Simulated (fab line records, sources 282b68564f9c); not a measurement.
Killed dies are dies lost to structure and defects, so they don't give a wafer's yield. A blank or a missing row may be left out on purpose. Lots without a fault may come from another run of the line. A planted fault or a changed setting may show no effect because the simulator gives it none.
A struck lot beside a sound one | flow rit_cmos | 15 steps out of a route of 202
Sound: wafers L547.1, L547.4, L547.6. Struck: wafers L552.1, L552.2, L552.4. The cause comes at the end.
At each step with rows: each side's tool, then ch and its chambers, then its first start. Under that, the readings that differ: sound wafers | struck wafers | difference of the means | sigmas: that difference in standard deviations of wafers without a fault.
alike: readings whose means differ by less than 2 such deviations, and words and numbers that are the same on both sides. not compared: withheld readings, readings that some wafer has no value for, bounds like >300 that may hide the same value, and numbers for which the record gives no deviation and whose values overlap.
The two part at a step that has a row with sigmas, a row that says differs or no value, or rows on one side only. Numbers that don't overlap but have no deviation are shown without sigmas and don't part them. A reading that every wafer of one side lacks parts them only if that side has two wafers or more.

first, 4 steps without rows for these wafers: RIT_PSD_SOFTBAKE_02 (time 60 s); RIT_PSD_EXPOSE_03 (exposes mask M10, target cd 40900 nm); RIT_PSD_PEB_04; RIT_PSD_DEVELOP_05 (develop time 50 s).
RIT_PSD_OVL_MEAS_06:
  sound on overlay-02, day 3 03:36; struck on overlay-02, day 4 06:10
  alike: PSD_OVL
then, 2 steps without rows for these wafers: RIT_PSD_HARDBAKE_07 (time 60 s); RIT_PSD_IMPLANT_08.
RIT_PSD_STRIP_09: strips in O2, time 180 s.
  sound on plasma_asher-01 ch 0,1, day 3 04:07; struck on plasma_asher-04 ch 0,1, day 4 06:29
  alike: drypump_motor_current_A, rf_refl_power_W
  not compared: rf_hours_counter_h
RIT_PSD_TW_MEAS_10:
  sound on film_metro-04, day 3 04:17; struck on film_metro-03, day 4 06:40
  alike: PSD_TW
then, 3 steps without rows for these wafers: RIT_SDANNEAL_CLEAN_00 (cleans in SC1, time 600 s); RIT_SDANNEAL_CLEAN_01 (cleans in dHF, time 30 s); RIT_SDANNEAL_CLEAN_02 (cleans in SC2, time 600 s).
RIT_SDANNEAL_RTA_03: time 5 s.
  sound on rtp_anneal-01 ch 0, day 3 04:43; struck on rtp_anneal-02 ch 0, day 4 07:25
  alike: wafer_temp_C_max
RIT_SDANNEAL_RS_MEAS_04: measures by four-point-probe.
  sound on film_metro-02, day 3 04:46; struck on film_metro-02, day 4 07:29
  alike: PSD_RS
RIT_M1_PROBE_99:
  sound on prober-02, day 3 12:20; struck on prober-01, day 4 15:29
  alike: killed_at_contacts, killed_at_front_end, killed_dies, killed_open, killed_short

WHERE THEY PART
Nowhere in this record.

WHY: what the simulator had put in
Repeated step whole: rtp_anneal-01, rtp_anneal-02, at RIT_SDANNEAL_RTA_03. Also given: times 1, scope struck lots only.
